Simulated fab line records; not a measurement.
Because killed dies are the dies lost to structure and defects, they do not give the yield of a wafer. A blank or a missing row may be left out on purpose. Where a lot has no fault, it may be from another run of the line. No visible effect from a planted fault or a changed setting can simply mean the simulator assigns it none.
fab line records | flow rit_cmos
[record] lots = 5 wafers = 15 last_day = 8
route steps=202 shown M1@184
lots that met no fault: from a run of the same line without faults
start_h: start of the lot's first displayed wafer, in hours after the record's first day | wait_h: time in hours since the lot's previous step | " as in the row above | L1.1+2: several wafers, shown together as one row | - value missing, or start not given | * or withheld: withheld | < > ~ a bound
route shown NAME@n: NAME is a module with steps in the file, n the number in the route of the first one | usual: mean/standard deviation of fault-free wafers | same: alike in all rows | chamber/n: place in a boat | sites: per-site readings | _std_site: the values' standard deviation | _edge_site: the outer-site mean with the inner-site mean subtracted | radius_mm: how far each site lies from the wafer's centre | mask NAME#n: copy n | behind: the tool/chamber that last shaped the wafer | hold: what put the lot on hold/how long, in hours/how the hold closed | device: whichever transistor did not switch (one of n, p or np) | end of line: the same wafers' tests at the end of the route | where a step has no rows: the recipe by itself | killed: at the first sort, the dies lost to defects and structure; wafer yield is something else | map: shows each die of a wafer: x if killed, . if not, _ if none is there
set.NAME: the setting as run; set.NAME@STEP: as run at that earlier step | model.NAME: the simulator's own value behind a step, which no gauge read
lots at selected steps of the route; one table per step, one row per wafer
services: when a tool's chamber went out of use (start_h, in hours from the record's first day, below 0 if earlier), for how many hours, and the reason
[[steps]]
[step RIT_M1_SPUTTER_00]
[recipe] material = Al target_thk_nm = 400 power_w = 2000 chamber_pressure_pa = 0.4 gas = Ar time_s = 500 substrate_temp_c = 25
[usual] throttle_valve_pct = 29.7/0.99
// columns lot.wafer tool chamber start_h wait_h throttle_valve_pct
L173.3 pvd_sputter-03 - 55.55 0.0 29.1
L173.5 " - " " 30.3
L173.6 " - " " 31.6
L175.2 pvd_sputter-03 - 67.51 0.0 28.4
L175.4 " - " " 30.0
L175.5 " - " " 28.3
L190.1 pvd_sputter-04 - 162.64 0.0 29.5
L190.4 " - " " 28.4
L190.6 " - " " 28.6
L191.2 pvd_sputter-02 - 175.82 0.0 29.7
L191.3 " - " " 29.2
L191.5 " - " " 29.5
L196.2 pvd_sputter-02 - 189.55 0.0 29.0
L196.5 " - " " 29.4
L196.6 " - " " 28.7
[step RIT_M1_RS_MEAS_01]
[recipe] thk_meas_gauge = four-point-probe reads = Al_of_M1_SPUTTER_00
[usual] M1_AL_RS = 0.0731/0.0009
// columns lot.wafer tool chamber start_h wait_h M1_AL_RS[ohm/sq]
L173.3 film_metro-01 - 55.88 0.2 0.0746
L173.5 " - " " 0.0730
L173.6 " - " " 0.0735
L175.2 film_metro-01 - 67.83 0.2 0.0728
L175.4 " - " " 0.0722
L175.5 " - " " 0.0727
L190.1 film_metro-03 - 162.93 0.1 0.0745
L190.4 " - " " 0.0735
L190.6 " - " " 0.0738
L191.2 film_metro-01 - 176.13 0.2 0.0740
L191.3 " - " " 0.0724
L191.5 " - " " 0.0741
L196.2 film_metro-03 - 189.86 0.2 0.0731
L196.5 " - " " 0.0746
L196.6 " - " " 0.0727
[step RIT_M1_THK_MEAS_02]
[recipe] thk_meas_gauge = xrf reads = Al_of_M1_SPUTTER_00
[usual] M1_AL_THK = 404/5.4
// columns lot.wafer tool chamber start_h wait_h M1_AL_THK[nm]
L173.3 film_metro-01 - 55.98 0.1 398
L173.5 " - " " 409
L173.6 " - " " 404
L175.2 film_metro-01 - 67.94 0.1 405
L175.4 " - " " 412
L175.5 " - " " 406
L190.1 film_metro-03 - 163.05 0.1 394
L190.4 " - " " 400
L190.6 " - " " 399
L191.2 film_metro-01 - 176.24 0.1 403
L191.3 " - " " 410
L191.5 " - " " 398
L196.2 film_metro-03 - 189.97 0.1 404
L196.5 " - " " 397
L196.6 " - " " 405
[step RIT_M1_HMDS_03]
[recipe] prime_time_s = 60 prime_temp_c = 140
[step RIT_M1_COAT_04]
[recipe] resist = NOVOLAK spin_rpm = 2000 resist_thk_nm = 1300
[step RIT_M1_SOFTBAKE_05]
[recipe] resist = NOVOLAK temp_c = 90 time_s = 60
[step RIT_M1_EXPOSE_06]
[recipe] mask_id = M12 na = 0.6 source_shape = conventional sigma_outer = 0.5 target_cd_nm = 2600 dose_mj = 250
[step RIT_M1_PEB_07]
[recipe] resist = NOVOLAK temp_c = withheld time_s = withheld
[step RIT_M1_DEVELOP_08]
[recipe] resist = NOVOLAK develop_time_s = 68 dev_temp_c = 23
[step RIT_M1_CD_MEAS_09]
[recipe] target_cd_nm = 2600
[usual] cd_nm = 2599.7/2.8
// columns lot.wafer tool chamber start_h wait_h cd_nm
L173.3 cd_sem-01 - 57.07 - 2602.0
L173.5 " - " " 2601.8
L173.6 " - " " 2599.0
L175.2 cd_sem-01 - 68.89 - 2597.6
L175.4 " - " " 2595.8
L175.5 " - " " 2596.8
L190.1 cd_sem-02 - 164.23 - 2598.5
L190.4 " - " " 2599.9
L190.6 " - " " 2599.7
L191.2 cd_sem-01 - 177.56 - 2602.2
L191.3 " - " " 2602.6
L191.5 " - " " 2602.6
L196.2 cd_sem-02 - 191.64 - 2602.0
L196.5 " - " " 2600.1
L196.6 " - " " 2600.0
[step RIT_M1_OVL_MEAS_10]
[usual] M1_OVL = 0.9/1.2
// columns lot.wafer tool chamber start_h wait_h M1_OVL[nm]
L173.3 overlay-01 - 57.16 0.1 0.6
L173.5 " - " " -0.7
L173.6 " - " " -0.3
L175.2 overlay-01 - 68.99 0.1 1.7
L175.4 " - " " 1.7
L175.5 " - " " 1.4
L190.1 overlay-02 - 164.35 0.1 0.6
L190.4 " - " " -0.2
L190.6 " - " " 1.0
L191.2 overlay-02 - 177.66 0.1 1.1
L191.3 " - " " 0.3
L191.5 " - " " 0.6
L196.2 overlay-01 - 191.75 0.1 2.0
L196.5 " - " " 1.4
L196.6 " - " " -0.6
[step RIT_M1_HARDBAKE_11]
[recipe] resist = NOVOLAK temp_c = 140 time_s = 120
[step RIT_M1_METAL_ETCH_12]
[recipe] stop_on = SiO2 chemistry = Cl2/BCl3 target = Al time_s = 165 over_etch_frac = 0.5 pressure_mtorr = 100 target_depth_a = 6000 rf_w = 250 Cl2_flow_sccm = 60 bcl3_flow_sccm = 50
[usual] bcl3_flow_sccm = 50.01/0.16 drypump_motor_current_A = 5.4/0.52 oes_product_au = 0.778/0.0094 throttle_valve_pct = 8.29/0.15
// columns lot.wafer tool chamber start_h wait_h bcl3_flow_sccm drypump_motor_current_A oes_product_au rf_hours_counter_h throttle_valve_pct model.NOVOLAK_of_M1_COAT_04.thk_nm model.SiO2_of_CONTACT_CVD_00.thk_nm model.M1.feature_depth_nm
L173.3 rie_metal-04 1 57.49 0.2 49.93 4.8 0.777 - 8.50 803.5 350.3 428.6
L173.5 " 1 " " 49.96 4.8 0.777 - 8.50 802.2 362.9 436.1
L173.6 " 0 " " 50.14 5.6 0.777 - 8.20 827.3 360.8 429.7
L175.2 rie_metal-03 1 69.27 0.2 49.95 6.4 0.781 2 8.19 792.3 364.3 435.7
L175.4 " 0 " " 50.06 4.9 0.780 - 8.35 795.5 364 438.8
L175.5 " 1 " " 50.05 6.4 0.772 - 8.19 795.2 374.4 436.1
L190.1 rie_metal-03 1 164.64 0.2 50.07 6.4 0.761 3 8.18 630.4 335.9 444.8
L190.4 " 0 " " 50.13 4.9 0.773 - 8.36 640.1 344 449
L190.6 " 1 " " 49.93 6.4 0.770 - 8.21 632.2 345.1 448.9
L191.2 rie_metal-02 1 178.13 0.2 49.98 5.6 0.759 5 8.46 806.9 353.4 430.6
L191.3 " 1 " " 49.98 5.6 0.778 - 8.45 806 355.3 439.3
L191.5 " 1 " " 49.93 5.6 0.773 - 8.47 804.1 356.9 429.1
L196.2 rie_metal-04 1 192.08 0.2 49.96 4.8 0.780 0 8.49 800.6 360.6 435.3
L196.5 " 0 " " 50.08 5.7 0.759 - 8.18 814.2 378.4 424.7
L196.6 " 1 " " 49.97 4.8 0.793 - 8.50 801.6 365.2 438
[step RIT_M1_STRIP_13]
[recipe] chemistry = nmp resist = NOVOLAK temp_c = 80 time_s = 600 dry = n2_spin
[step RIT_M1_STRIP_14]
[recipe] chemistry = O2 time_s = 180 platen_temp_c = withheld power_w = 500 pressure_mtorr = 4000 o2_flow_sccm = 4000
[usual] drypump_motor_current_A = 5.9/0.46
// columns lot.wafer tool chamber start_h wait_h drypump_motor_current_A rf_hours_counter_h
L173.3 plasma_asher-02 0 58.00 0.1 5.9 -
L173.5 " 0 " " 5.9 -
L173.6 " 1 " " 5.5 -
L175.2 plasma_asher-03 0 69.61 0.0 6.1 43
L175.4 " 0 " " 6.1 -
L175.5 " 0 " " 6.1 -
L190.1 plasma_asher-03 0 164.98 0.0 6.0 52
L190.4 " 0 " " 6.0 -
L190.6 " 1 " " 6.8 -
L191.2 plasma_asher-03 1 178.47 0.0 6.8 54
L191.3 " 0 " " 6.0 -
L191.5 " 1 " " 6.8 -
L196.2 plasma_asher-03 1 192.42 0.0 6.8 56
L196.5 " 1 " " 6.8 -
L196.6 " 0 " " 6.0 -
[step RIT_M1_CD_MEAS_90]
[recipe] target_cd_nm = 2600
[usual] cd_nm = 2600/3.7
// columns lot.wafer tool chamber start_h wait_h cd_nm
L173.3 cd_sem-02 - 58.16 0.1 2597
L173.5 " - " " 2597
L173.6 " - " " 2599
L175.2 cd_sem-01 - 69.80 0.1 2599
L175.4 " - " " 2596
L175.5 " - " " 2600
L190.1 cd_sem-01 - 165.15 0.1 2586
L190.4 " - " " 2588
L190.6 " - " " 2589
L191.2 cd_sem-01 - 178.67 0.1 2600
L191.3 " - " " 2601
L191.5 " - " " 2603
L196.2 cd_sem-01 - 192.62 0.1 2596
L196.5 " - " " 2604
L196.6 " - " " 2595
[step RIT_M1_ANNEAL_15]
[recipe] temp_c = 450 time_s = 1800 ambient = forming_gas_H2N2
[step RIT_M1_PROBE_99]
[usual] defect_limited_yield = 97.3/1.2 killed_at_M0_to_M3 = 0.0/0.14 killed_at_contacts = 0.1/0.3 killed_at_front_end = 7/3.1 killed_dies = 7/3.1 killed_open = 3.8/2.3 killed_short = 3.2/1.9 sort_bin_3_pad_short = 0.1/0.2 sort_bin_5_function = 1.6/0.91 sort_bin_6_memory = 1.0/0.6 sort_n_pass = 257/3.1 sort_yield_pct = 97.3/1.2
[same] gross_dies = 264 killed_at_M4_up = 0 killed_at_back_side = 0 killed_at_other = 0
// columns lot.wafer tool chamber start_h wait_h defect_limited_yield[%] killed_at_M0_to_M3 killed_at_contacts killed_at_front_end killed_dies killed_open killed_short sort_bin_3_pad_short[%] sort_bin_5_function[%] sort_bin_6_memory[%] sort_n_pass sort_yield_pct[%] model.etest.antenna_m1.vt_shift_v
L173.3 prober-01 - 59.96 0.2 95.5 0 0 12 12 8 4 0 3.0 1.5 252 95.5 -0.01436
L173.5 prober-01 - 60.06 0.2 94.7 0 0 14 14 7 7 0 2.7 2.7 250 94.7 -0.01146
L173.6 prober-01 - 60.11 0.2 95.1 0 0 13 13 4 9 0.4 2.3 2.3 251 95.1 -0.002373
L175.2 prober-01 - 71.57 0.1 97.0 0 0 8 8 4 4 0 2.3 0.8 256 97.0 -0.01299
L175.4 prober-01 - 71.67 0.2 95.8 1 0 10 11 5 6 0 1.5 2.7 253 95.8 -0.01066
L175.5 prober-01 - 71.72 0.2 97.7 0 0 6 6 1 5 0.4 0.8 1.1 258 97.7 -0.01384
L190.1 prober-01 - 167.12 0.1 96.6 0 0 9 9 5 4 0.4 2.3 0.8 255 96.6 -0.02636
L190.4 prober-01 - 167.27 0.2 96.6 0 0 9 9 6 3 0.4 2.3 0.8 255 96.6 -0.02606
L190.6 prober-01 - 167.37 0.2 97.3 0 0 7 7 4 3 0 1.1 1.5 257 97.3 -0.02782
L191.2 prober-02 - 180.44 0.1 97.3 0 0 7 7 5 2 0 1.1 1.5 257 97.3 -0.01058
L191.3 prober-02 - 180.49 0.2 98.1 0 0 5 5 3 2 0 1.5 0.4 259 98.1 -0.009113
L191.5 prober-02 - 180.59 0.2 97.3 0 0 7 7 6 1 0 2.3 0.4 257 97.3 -0.01454
L196.2 prober-02 - 194.39 0.1 97.3 0 0 7 7 3 4 0 1.1 1.5 257 97.3 -0.0121
L196.5 prober-02 - 194.54 0.2 97.3 0 1 6 7 3 4 0.4 1.1 1.1 257 97.3 -0.005007
L196.6 prober-02 - 194.59 0.2 97.3 0 0 7 7 2 5 0 1.1 1.5 257 97.3 -0.008607
// killed by level:class
L173.3 GATE:geometric_particle:open=3 SPACER:geometric_particle:open=3 FOX1:geometric_particle:open=1 FOX1:geometric_particle:short=1 FOX2:geometric_particle:open=1 GATE:geometric_particle:short=1 SPACER:geometric_particle:short=1 SILICIDE:geometric_particle:short=1
L173.5 SILICIDE:geometric_particle:short=4 FOX1:geometric_particle:open=2 GATE:geometric_particle:short=2 GATE:geometric_particle:open=2 SILICIDE:geometric_particle:open=2 REOX:geometric_particle:open=1 SPACER:geometric_particle:short=1
L173.6 GATE:geometric_particle:short=4 FOX1:geometric_particle:short=2 FOX1:geometric_particle:open=2 SILICIDE:geometric_particle:short=2 GATE:geometric_particle:open=1 REOX:geometric_particle:short=1 SILICIDE:geometric_particle:open=1
L175.2 GATE:geometric_particle:short=4 GATE:geometric_particle:open=2 FOX1:geometric_particle:open=1 SILICIDE:geometric_particle:open=1
L175.4 FOX1:geometric_particle:short=3 GATE:geometric_particle:open=2 FOX1:geometric_particle:open=1 FOX2:geometric_particle:open=1 GATE:geometric_particle:short=1 SPACER:geometric_particle:short=1 SILICIDE:geometric_particle:open=1 M1:geometric_particle:short=1
L175.5 REOX:geometric_particle:short=2 FOX2:geometric_particle:short=1 GATE:geometric_particle:short=1 REOX:geometric_particle:open=1 SPACER:geometric_particle:short=1
L190.1 GATE:geometric_particle:short=4 FOX1:geometric_particle:open=2 FOX2:geometric_particle:open=1 GATE:geometric_particle:open=1 SPACER:geometric_particle:open=1
L190.4 GATE:geometric_particle:short=2 REOX:geometric_particle:open=2 FOX1:geometric_particle:open=1 FOX2:geometric_particle:short=1 SPACER:geometric_particle:open=1 GATE:geometric_particle:open=1 SILICIDE:geometric_particle:open=1
L190.6 SILICIDE:geometric_particle:open=2 FOX1:geometric_particle:open=1 FOX1:geometric_particle:short=1 GATE:geometric_particle:short=1 GATE:geometric_particle:open=1 SILICIDE:geometric_particle:short=1
L191.2 GATE:geometric_particle:open=2 REOX:geometric_particle:open=2 FOX1:geometric_particle:short=1 GATE:geometric_particle:short=1 SPACER:geometric_particle:open=1
L191.3 SPACER:geometric_particle:open=2 GATE:geometric_particle:open=1 GATE:geometric_particle:short=1 SPACER:geometric_particle:short=1
L191.5 SPACER:geometric_particle:open=4 GATE:geometric_particle:open=1 GATE:geometric_particle:short=1 REOX:geometric_particle:open=1
L196.2 REOX:geometric_particle:short=2 SPACER:geometric_particle:short=2 FOX1:geometric_particle:open=1 GATE:geometric_particle:open=1 SPACER:geometric_particle:open=1
L196.5 SPACER:geometric_particle:short=2 FOX1:geometric_particle:open=1 GATE:geometric_particle:open=1 REOX:geometric_particle:short=1 SPACER:geometric_particle:open=1 CONTACT:geometric_particle:short=1
L196.6 GATE:geometric_particle:short=2 FOX1:geometric_particle:short=1 FOX2:geometric_particle:short=1 FOX2:geometric_particle:open=1 REOX:geometric_particle:open=1 REOX:geometric_particle:short=1
[[services]]
// columns tool chamber start_h hours kind
rie_metal-04 1 60.78 5.2 repair
rie_metal-03 - 69.57 0.2 repair
rie_metal-02 0 74.41 7.7 repair
plasma_asher-02 - 74.68 1.6 repair
pvd_sputter-04 - 79.21 23.4 repair
rie_metal-04 1 95.46 3.5 repair
plasma_asher-02 - 108.75 9.0 pm
plasma_asher-02 0 108.75 9.0 vent_cycle
plasma_asher-02 1 108.75 9.0 vent_cycle
plasma_asher-02 0 117.75 - clean
plasma_asher-02 1 117.75 - clean
pvd_sputter-04 - 130.65 1.9 repair
rie_metal-04 - 136.12 20.0 pm
rie_metal-04 0 136.12 20.0 vent_cycle
rie_metal-04 1 136.12 20.0 vent_cycle
rie_metal-02 1 137.18 27.6 repair
pvd_sputter-02 - 137.72 1.1 repair
rie_metal-04 0 156.12 - clean
rie_metal-04 1 156.12 - clean
rie_metal-04 - 172.82 0.7 repair
[[key]]
[first_sign] step = RIT_M1_CD_MEAS_90 reading = cd_nm direction = down sigmas = 3.2 usual = 2600 struck = 2588
effect none on later readings
[model_effect] step = RIT_M1_METAL_ETCH_12 value = NOVOLAK_of_M1_COAT_04.thk_nm without = 805.6 struck = 634.3
[model_effect] step = RIT_M1_PROBE_99 value = etest.antenna_m1.vt_shift_v without = -0.01148 struck = -0.02675
met_at RIT_M1_METAL_ETCH_12
struck_wafers L190.1,L190.4,L190.6
onset_between 69.27 164.64
also_fits RIT_M1_SPUTTER_00:pvd_sputter-04
[fault] kind = process_parameter_drift tool = rie_metal-03 chamber = - onset_h = 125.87 steps = RIT_M1_METAL_ETCH_12 channel = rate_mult offset = 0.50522 shape = step end_h = 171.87
